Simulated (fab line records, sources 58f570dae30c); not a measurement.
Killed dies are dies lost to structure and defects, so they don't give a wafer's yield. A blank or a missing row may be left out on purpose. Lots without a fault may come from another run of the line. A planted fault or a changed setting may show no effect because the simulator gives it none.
Tool commonality check | flow berkeley_cmos170 | 13 lots, 39 wafers sampled

WHY IT WAS OPENED
At UCB170_SDANNEAL_RS_MEAS_05 the reading NLDD_RS is flagged on 1 of 13 lots. Wafers without a fault read 615.5 ohm/sq, standard deviation 1.6.
Rule: a lot is flagged when every wafer of it that has a number lies more than 4 standard deviations from that mean, or none has a number. The other lots count as sound.

lot  | measured     | on            | NLDD_RS (ohm/sq), wafer by wafer | flag
L491 | day 8 18:19  | film_metro-02 | 615.6 614.1 614.9                |
L495 | day 8 18:41  | film_metro-01 | 616.2 616.7 617.2                |
L496 | day 8 19:13  | film_metro-01 | 617.2 617.0 617.7                |
L497 | day 9 08:32  | film_metro-02 | 614.8 613.9 614.3                |
L498 | day 10 04:21 | film_metro-04 | 616.0 615.8 616.3                |
L499 | day 10 04:50 | film_metro-01 | 614.3 614.1 614.8                |
L500 | day 10 05:07 | film_metro-02 | 613.6 614.1 614.2                |
L503 | day 10 16:11 | film_metro-04 | 614.9 615.8 614.9                |
L504 | day 10 16:25 | film_metro-01 | 618.4 615.7 615.1                |
L502 | day 10 16:47 | film_metro-02 | 614.3 614.2 613.8                |
L505 | day 11 08:17 | film_metro-04 | 617.2 617.1 617.1                |
L508 | day 11 17:35 | film_metro-04 | 618.0 618.3 616.4                |
L509 | day 12 14:01 | film_metro-04 | 575.3 561.9 538.0                | FLAGGED
The numbers of the flagged lots are 558.4 ohm/sq on average: -57.1 ohm/sq against the usual, or -36 standard deviations.

WHICH TOOL RAN EACH LOT
The record holds 2 process steps before the reading, out of a route of 331 steps. In each cell: the tool, then ch and the chambers that the sampled wafers went through, then the start.
lot  | flag    | UCB170_PLDD_STRIP_10                 | UCB170_NLDD_IMPLANT_09
L491 |         | plasma_asher-03 ch 0,1, day 8 00:45  | implanter-01 ch 0, day 8 03:46
L495 |         | plasma_asher-02 ch 0,1, day 8 01:40  | implanter-01 ch 0, day 8 04:25
L496 |         | plasma_asher-03 ch 0,1, day 8 01:36  | implanter-02 ch 0, day 8 04:23
L497 |         | plasma_asher-03 ch 0,1, day 8 16:50  | implanter-02 ch 0, day 8 19:17
L498 |         | plasma_asher-04 ch 0,1, day 9 12:19  | implanter-02 ch 0, day 9 14:07
L499 |         | plasma_asher-03 ch 0,1, day 9 12:48  | implanter-02 ch 0, day 9 15:32
L500 |         | plasma_asher-02 ch 0,1, day 9 12:32  | implanter-01 ch 0, day 9 15:10
L503 |         | plasma_asher-02 ch 0,1, day 10 01:10 | implanter-03 ch 0, day 10 03:27
L504 |         | plasma_asher-03 ch 0,1, day 10 01:44 | implanter-01 ch 0, day 10 04:15
L502 |         | plasma_asher-04 ch 0,1, day 10 02:00 | implanter-02 ch 0, day 10 04:25
L505 |         | plasma_asher-03 ch 0,1, day 10 14:19 | implanter-02 ch 0, day 10 15:56
L508 |         | plasma_asher-04 ch 0,1, day 11 03:08 | implanter-03 ch 0, day 11 05:23
L509 | FLAGGED | plasma_asher-02 ch 0,1, day 11 18:10 | implanter-01 ch 0, day 11 19:47
What these steps do:
- UCB170_PLDD_STRIP_10: strips in O2.
- UCB170_NLDD_IMPLANT_09
- UCB170_SDANNEAL_RS_MEAS_05: measures by four-point-probe.

FLAGGED OVER TOTAL, TOOL BY TOOL (the gauges that took the reading come last)
step                       | tool            | lots run | flagged | share of the flagged lots | sound lots run after its first flagged lot
UCB170_PLDD_STRIP_10       | plasma_asher-02 | 4        | 1       | all                       | 0
UCB170_PLDD_STRIP_10       | plasma_asher-03 | 6        | 0       | none                      | -
UCB170_PLDD_STRIP_10       | plasma_asher-04 | 3        | 0       | none                      | -
UCB170_NLDD_IMPLANT_09     | implanter-01    | 5        | 1       | all                       | 0
UCB170_NLDD_IMPLANT_09     | implanter-02    | 6        | 0       | none                      | -
UCB170_NLDD_IMPLANT_09     | implanter-03    | 2        | 0       | none                      | -
UCB170_SDANNEAL_RS_MEAS_05 | film_metro-01   | 4        | 0       | none                      | -
UCB170_SDANNEAL_RS_MEAS_05 | film_metro-02   | 4        | 0       | none                      | -
UCB170_SDANNEAL_RS_MEAS_05 | film_metro-04   | 5        | 1       | all                       | 0

WHAT THE TABLE ALLOWS
3 rows of the table ran every flagged lot: plasma_asher-02 at UCB170_PLDD_STRIP_10, implanter-01 at UCB170_NLDD_IMPLANT_09, film_metro-04 at UCB170_SDANNEAL_RS_MEAS_05.
- plasma_asher-02 at UCB170_PLDD_STRIP_10: 1 of its 4 lots flagged. Its last sound lot is L503 (day 10 01:10), its first flagged lot L509 (day 11 18:10): a fault that began between those two fits.
- implanter-01 at UCB170_NLDD_IMPLANT_09: 1 of its 5 lots flagged. Its last sound lot is L504 (day 10 04:15), its first flagged lot L509 (day 11 19:47): a fault that began between those two fits.
- film_metro-04 at UCB170_SDANNEAL_RS_MEAS_05: 1 of its 5 lots flagged. Its last sound lot is L508 (day 11 17:35), its first flagged lot L509 (day 12 14:01): a fault that began between those two fits.
Counting lots can't tell these 3 tools apart, because each fits a fault that began at some hour. More lots, or a look at what each step does to the wafer, might.

WHAT THE SIMULATOR HAD PUT IN
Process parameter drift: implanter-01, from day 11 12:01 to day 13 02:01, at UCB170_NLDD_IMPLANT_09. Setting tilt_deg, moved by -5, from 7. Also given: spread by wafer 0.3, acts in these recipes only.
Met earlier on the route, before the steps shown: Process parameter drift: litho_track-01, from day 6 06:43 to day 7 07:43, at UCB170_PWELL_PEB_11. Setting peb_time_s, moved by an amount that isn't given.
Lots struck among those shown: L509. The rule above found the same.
